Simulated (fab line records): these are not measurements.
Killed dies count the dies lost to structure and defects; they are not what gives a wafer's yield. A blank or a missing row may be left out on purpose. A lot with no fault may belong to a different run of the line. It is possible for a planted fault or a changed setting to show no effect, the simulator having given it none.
fab line records || flow berkeleyCmos170
record: {"lots": 11, "wafers": 33, "lastDay": 12}
route steps=331 shown ACTIVE@70
lots untouched by any fault: they come from a run of this same line in which no faults occurred
startH: hours from the record's opening day to when the first of the lot's shown wafers began || waitH: hours from the lot's prior step to this one || " as in the row above || L1.1+2: a single row standing in for several wafers || - no value present, or no start provided || * or withheld: withheld || < > ~ a bound
route shown NAME@n: NAME is a module with steps in the file, n the number in the route of the first one || usual: mean and standard deviation over wafers with no fault || same: alike in all rows || chamber/n: place in a boat || sites: readings site by site || _std_site: the values' standard deviation || _edge_site: mean of outer sites minus mean of inner sites || radiusMm: for every site, how far away it sits from the centre of the wafer || mask NAME#n: copy n || behind: the tool/chamber that last shaped the wafer || hold: the reason the lot was held/the length of the hold in hours/how it ended || device: names the non-switching transistor (n, p or np) || end of line: the route-end tests of the same wafers || a step with no rows: only its recipe || killed: not the wafer's yield, but the dies lost to structure and defects at the first sort || map: the dies of a wafer, with x for killed, . for not killed, _ for no die there
set.NAME: setting as actually run; set.NAME@STEP: the setting as run at that earlier step || model.NAME: the simulator's own value behind a step, which no gauge read
one table for each step of the route and one row for each wafer, over a sample of lots
services: from which hour (startH, from the record's first day; less than 0 if before it) a tool's chamber was out of use, for how many hours, and why
== steps ==
step: UCB170_ACTIVE_EXPOSE_10
recipe: {"maskId": "ACTIVE", "targetCdNm": 1200, "na": 0.5, "sigmaOuter": 0.6, "sourceShape": "conventional", "doseMj": 20}
usual: {"exposureDoseMJCm2": "19.981/0.023"}
same: {"sigmaOuter": 0.6}
{"lot.wafer": "L244.1", "tool": "krfScanner-02", "chamber": 0, "startH": 68.97, "waitH": 0.3, "mask": "ACTIVE#0", "exposureDoseMJCm2": 19.969}
{"lot.wafer": "L244.2", "tool": "krfScanner-02", "chamber": 0, "startH": 68.97, "waitH": 0.3, "mask": "ACTIVE#0", "exposureDoseMJCm2": 19.925}
{"lot.wafer": "L244.5", "tool": "krfScanner-02", "chamber": 0, "startH": 68.97, "waitH": 0.3, "mask": "ACTIVE#0", "exposureDoseMJCm2": 19.946}
{"lot.wafer": "L245.2", "tool": "krfScanner-02", "chamber": 0, "startH": 77.94, "waitH": 0.1, "mask": "ACTIVE#0", "exposureDoseMJCm2": 20.005}
{"lot.wafer": "L245.5", "tool": "krfScanner-02", "chamber": 0, "startH": 77.94, "waitH": 0.1, "mask": "ACTIVE#0", "exposureDoseMJCm2": 19.977}
{"lot.wafer": "L245.6", "tool": "krfScanner-02", "chamber": 0, "startH": 77.94, "waitH": 0.1, "mask": "ACTIVE#0", "exposureDoseMJCm2": 19.991}
{"lot.wafer": "L247.1", "tool": "krfScanner-01", "chamber": 0, "startH": 91.36, "waitH": 0.2, "mask": "ACTIVE#0", "exposureDoseMJCm2": 19.993}
{"lot.wafer": "L247.4", "tool": "krfScanner-01", "chamber": 0, "startH": 91.36, "waitH": 0.2, "mask": "ACTIVE#0", "exposureDoseMJCm2": 20.004}
{"lot.wafer": "L247.5", "tool": "krfScanner-01", "chamber": 0, "startH": 91.36, "waitH": 0.2, "mask": "ACTIVE#0", "exposureDoseMJCm2": 19.970}
{"lot.wafer": "L246.1", "tool": "krfScanner-02", "chamber": 0, "startH": 91.60, "waitH": 0.3, "mask": "ACTIVE#0", "exposureDoseMJCm2": 19.992}
{"lot.wafer": "L246.2", "tool": "krfScanner-02", "chamber": 0, "startH": 91.60, "waitH": 0.3, "mask": "ACTIVE#0", "exposureDoseMJCm2": 20.007}
{"lot.wafer": "L246.3", "tool": "krfScanner-02", "chamber": 0, "startH": 91.60, "waitH": 0.3, "mask": "ACTIVE#0", "exposureDoseMJCm2": 20.034}
{"lot.wafer": "L248.1", "tool": "krfScanner-01", "chamber": 0, "startH": 91.84, "waitH": 0.3, "mask": "ACTIVE#0", "exposureDoseMJCm2": 19.937}
{"lot.wafer": "L248.5", "tool": "krfScanner-01", "chamber": 0, "startH": 91.84, "waitH": 0.3, "mask": "ACTIVE#0", "exposureDoseMJCm2": 19.960}
{"lot.wafer": "L248.6", "tool": "krfScanner-01", "chamber": 0, "startH": 91.84, "waitH": 0.3, "mask": "ACTIVE#0", "exposureDoseMJCm2": 19.961}
{"lot.wafer": "L250.1", "tool": "krfScanner-02", "chamber": 0, "startH": 103.91, "waitH": 0.2, "mask": "ACTIVE#0", "exposureDoseMJCm2": 19.968}
{"lot.wafer": "L250.4", "tool": "krfScanner-02", "chamber": 0, "startH": 103.91, "waitH": 0.2, "mask": "ACTIVE#0", "exposureDoseMJCm2": 19.972}
{"lot.wafer": "L250.6", "tool": "krfScanner-02", "chamber": 0, "startH": 103.91, "waitH": 0.2, "mask": "ACTIVE#0", "exposureDoseMJCm2": 19.973}
{"lot.wafer": "L253.1", "tool": "krfScanner-01", "chamber": 0, "startH": 110.75, "waitH": 0.3, "mask": "ACTIVE#0", "exposureDoseMJCm2": 19.994}
{"lot.wafer": "L253.3", "tool": "krfScanner-01", "chamber": 0, "startH": 110.75, "waitH": 0.3, "mask": "ACTIVE#0", "exposureDoseMJCm2": 19.967}
{"lot.wafer": "L253.4", "tool": "krfScanner-01", "chamber": 0, "startH": 110.75, "waitH": 0.3, "mask": "ACTIVE#0", "exposureDoseMJCm2": 19.980}
{"lot.wafer": "L259.1", "tool": "krfScanner-01", "chamber": 0, "startH": 150.08, "waitH": 0.2, "mask": "ACTIVE#0", "exposureDoseMJCm2": 19.731}
{"lot.wafer": "L259.2", "tool": "krfScanner-01", "chamber": 0, "startH": 150.08, "waitH": 0.2, "mask": "ACTIVE#0", "exposureDoseMJCm2": 19.752}
{"lot.wafer": "L259.3", "tool": "krfScanner-01", "chamber": 0, "startH": 150.08, "waitH": 0.2, "mask": "ACTIVE#0", "exposureDoseMJCm2": 19.773}
{"lot.wafer": "L262.2", "tool": "krfScanner-02", "chamber": 0, "startH": 166.90, "waitH": 0.2, "mask": "ACTIVE#0", "exposureDoseMJCm2": 19.958}
{"lot.wafer": "L262.3", "tool": "krfScanner-02", "chamber": 0, "startH": 166.90, "waitH": 0.2, "mask": "ACTIVE#0", "exposureDoseMJCm2": 19.987}
{"lot.wafer": "L262.6", "tool": "krfScanner-02", "chamber": 0, "startH": 166.90, "waitH": 0.2, "mask": "ACTIVE#0", "exposureDoseMJCm2": 19.984}
{"lot.wafer": "L264.2", "tool": "krfScanner-02", "chamber": 0, "startH": 178.05, "waitH": 0.2, "mask": "ACTIVE#0", "exposureDoseMJCm2": 19.981}
{"lot.wafer": "L264.3", "tool": "krfScanner-02", "chamber": 0, "startH": 178.05, "waitH": 0.2, "mask": "ACTIVE#0", "exposureDoseMJCm2": 19.998}
{"lot.wafer": "L264.6", "tool": "krfScanner-02", "chamber": 0, "startH": 178.05, "waitH": 0.2, "mask": "ACTIVE#0", "exposureDoseMJCm2": 19.965}
{"lot.wafer": "L267.1", "tool": "krfScanner-02", "chamber": 0, "startH": 199.20, "waitH": 0.2, "mask": "ACTIVE#0", "exposureDoseMJCm2": 19.976}
{"lot.wafer": "L267.2", "tool": "krfScanner-02", "chamber": 0, "startH": 199.20, "waitH": 0.2, "mask": "ACTIVE#0", "exposureDoseMJCm2": 19.947}
{"lot.wafer": "L267.4", "tool": "krfScanner-02", "chamber": 0, "startH": 199.20, "waitH": 0.2, "mask": "ACTIVE#0", "exposureDoseMJCm2": 19.995}
step: UCB170_ACTIVE_CD_MEAS_13
recipe: {"targetCdNm": 1200}
usual: {"cdNm": "1199.9/1.5"}
{"lot.wafer": "L244.1", "tool": "cdSem-01", "chamber": "-", "startH": 69.36, "waitH": "-", "cdNm": 1199.0}
{"lot.wafer": "L244.2", "tool": "cdSem-01", "chamber": "-", "startH": 69.36, "waitH": "-", "cdNm": 1199.6}
{"lot.wafer": "L244.5", "tool": "cdSem-01", "chamber": "-", "startH": 69.36, "waitH": "-", "cdNm": 1199.8}
{"lot.wafer": "L245.2", "tool": "cdSem-01", "chamber": "-", "startH": 78.33, "waitH": "-", "cdNm": 1202.1}
{"lot.wafer": "L245.5", "tool": "cdSem-01", "chamber": "-", "startH": 78.33, "waitH": "-", "cdNm": 1200.2}
{"lot.wafer": "L245.6", "tool": "cdSem-01", "chamber": "-", "startH": 78.33, "waitH": "-", "cdNm": 1201.8}
{"lot.wafer": "L247.1", "tool": "cdSem-01", "chamber": "-", "startH": 91.75, "waitH": "-", "cdNm": 1198.4}
{"lot.wafer": "L247.4", "tool": "cdSem-01", "chamber": "-", "startH": 91.75, "waitH": "-", "cdNm": 1199.0}
{"lot.wafer": "L247.5", "tool": "cdSem-01", "chamber": "-", "startH": 91.75, "waitH": "-", "cdNm": 1199.8}
{"lot.wafer": "L246.1", "tool": "cdSem-01", "chamber": "-", "startH": 92.14, "waitH": "-", "cdNm": 1196.7}
{"lot.wafer": "L246.2", "tool": "cdSem-01", "chamber": "-", "startH": 92.14, "waitH": "-", "cdNm": 1196.9}
{"lot.wafer": "L246.3", "tool": "cdSem-01", "chamber": "-", "startH": 92.14, "waitH": "-", "cdNm": 1199.2}
{"lot.wafer": "L248.1", "tool": "cdSem-02", "chamber": "-", "startH": 92.42, "waitH": "-", "cdNm": 1200.9}
{"lot.wafer": "L248.5", "tool": "cdSem-02", "chamber": "-", "startH": 92.42, "waitH": "-", "cdNm": 1198.7}
{"lot.wafer": "L248.6", "tool": "cdSem-02", "chamber": "-", "startH": 92.42, "waitH": "-", "cdNm": 1198.9}
{"lot.wafer": "L250.1", "tool": "cdSem-01", "chamber": "-", "startH": 104.51, "waitH": "-", "cdNm": 1201.8}
{"lot.wafer": "L250.4", "tool": "cdSem-01", "chamber": "-", "startH": 104.51, "waitH": "-", "cdNm": 1200.1}
{"lot.wafer": "L250.6", "tool": "cdSem-01", "chamber": "-", "startH": 104.51, "waitH": "-", "cdNm": 1200.2}
{"lot.wafer": "L253.1", "tool": "cdSem-01", "chamber": "-", "startH": 111.51, "waitH": "-", "cdNm": 1198.9}
{"lot.wafer": "L253.3", "tool": "cdSem-01", "chamber": "-", "startH": 111.51, "waitH": "-", "cdNm": 1200.5}
{"lot.wafer": "L253.4", "tool": "cdSem-01", "chamber": "-", "startH": 111.51, "waitH": "-", "cdNm": 1200.6}
{"lot.wafer": "L259.1", "tool": "cdSem-02", "chamber": "-", "startH": 150.47, "waitH": "-", "cdNm": 1198.4}
{"lot.wafer": "L259.2", "tool": "cdSem-02", "chamber": "-", "startH": 150.47, "waitH": "-", "cdNm": 1192.3}
{"lot.wafer": "L259.3", "tool": "cdSem-02", "chamber": "-", "startH": 150.47, "waitH": "-", "cdNm": 1194.4}
{"lot.wafer": "L262.2", "tool": "cdSem-01", "chamber": "-", "startH": 167.29, "waitH": "-", "cdNm": 1197.4}
{"lot.wafer": "L262.3", "tool": "cdSem-01", "chamber": "-", "startH": 167.29, "waitH": "-", "cdNm": 1198.4}
{"lot.wafer": "L262.6", "tool": "cdSem-01", "chamber": "-", "startH": 167.29, "waitH": "-", "cdNm": 1198.5}
{"lot.wafer": "L264.2", "tool": "cdSem-02", "chamber": "-", "startH": 178.46, "waitH": "-", "cdNm": 1198.4}
{"lot.wafer": "L264.3", "tool": "cdSem-02", "chamber": "-", "startH": 178.46, "waitH": "-", "cdNm": 1200.6}
{"lot.wafer": "L264.6", "tool": "cdSem-02", "chamber": "-", "startH": 178.46, "waitH": "-", "cdNm": 1200.2}
{"lot.wafer": "L267.1", "tool": "cdSem-01", "chamber": "-", "startH": 199.62, "waitH": "-", "cdNm": 1199.8}
{"lot.wafer": "L267.2", "tool": "cdSem-01", "chamber": "-", "startH": 199.62, "waitH": "-", "cdNm": 1200.1}
{"lot.wafer": "L267.4", "tool": "cdSem-01", "chamber": "-", "startH": 199.62, "waitH": "-", "cdNm": 1202.0}
== services ==
{"tool": "krfScanner-02", "chamber": "-", "startH": 56.77, "hours": 4.0, "kind": "pm"}
{"tool": "krfScanner-02", "chamber": "-", "startH": 87.56, "hours": 1.0, "kind": "pm"}
{"tool": "krfScanner-01", "chamber": "-", "startH": 99.35, "hours": 0.8, "kind": "pm"}
{"tool": "krfScanner-02", "chamber": "-", "startH": 110.43, "hours": 3.6, "kind": "pm"}
{"tool": "krfScanner-02", "chamber": 0, "startH": 114.86, "hours": "-", "kind": "calibration"}
{"tool": "krfScanner-01", "chamber": 0, "startH": 115.25, "hours": "-", "kind": "calibration"}
{"tool": "krfScanner-01", "chamber": "-", "startH": 118.36, "hours": 0.5, "kind": "repair"}
{"tool": "krfScanner-01", "chamber": "-", "startH": 128.20, "hours": 0.4, "kind": "repair"}
{"tool": "krfScanner-01", "chamber": "-", "startH": 139.13, "hours": 1.3, "kind": "pm"}
{"tool": "krfScanner-02", "chamber": "-", "startH": 155.64, "hours": 4.4, "kind": "pm"}
{"tool": "krfScanner-01", "chamber": "-", "startH": 189.05, "hours": 1.0, "kind": "pm"}
== key ==
firstSign: {"step": "UCB170_ACTIVE_EXPOSE_10", "reading": "exposureDoseMJCm2", "direction": "down", "sigmas": 10, "usual": 19.981, "struck": 19.752}
effect: {"step": "UCB170_ACTIVE_CD_MEAS_13", "reading": "cdNm", "direction": "down", "sigmas": 3.2, "usual": 1199.9, "struck": 1195.0, "wafersMoved": 2, "through": "controlLoop"}
metAt UCB170_ACTIVE_EXPOSE_10
struckLots L259
testerLeftOut L259
loopTrim: {"step": "UCB170_ACTIVE_EXPOSE_10", "setting": "dose", "lots": "L259"}
onsetBetween 110.75 150.08
fault: {"kind": "processParameterDrift", "tool": "krfScanner-01", "chamber": "-", "onsetH": 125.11, "steps": "UCB170_ACTIVE_EXPOSE_10", "channel": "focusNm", "offset": 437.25, "spreadByWafer": 0.3, "shape": "step", "endH": 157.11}
testerLeftOut: of these lots the tester's yield and bins aren't shown, on N5 and GAA mostly nor the transistor test; their killed dies are dies lost to structure and defects alone, not to doping, threshold or leakage, so they don't give the yield
loopTrim: a control loop set the setting to another value than it would have without faults
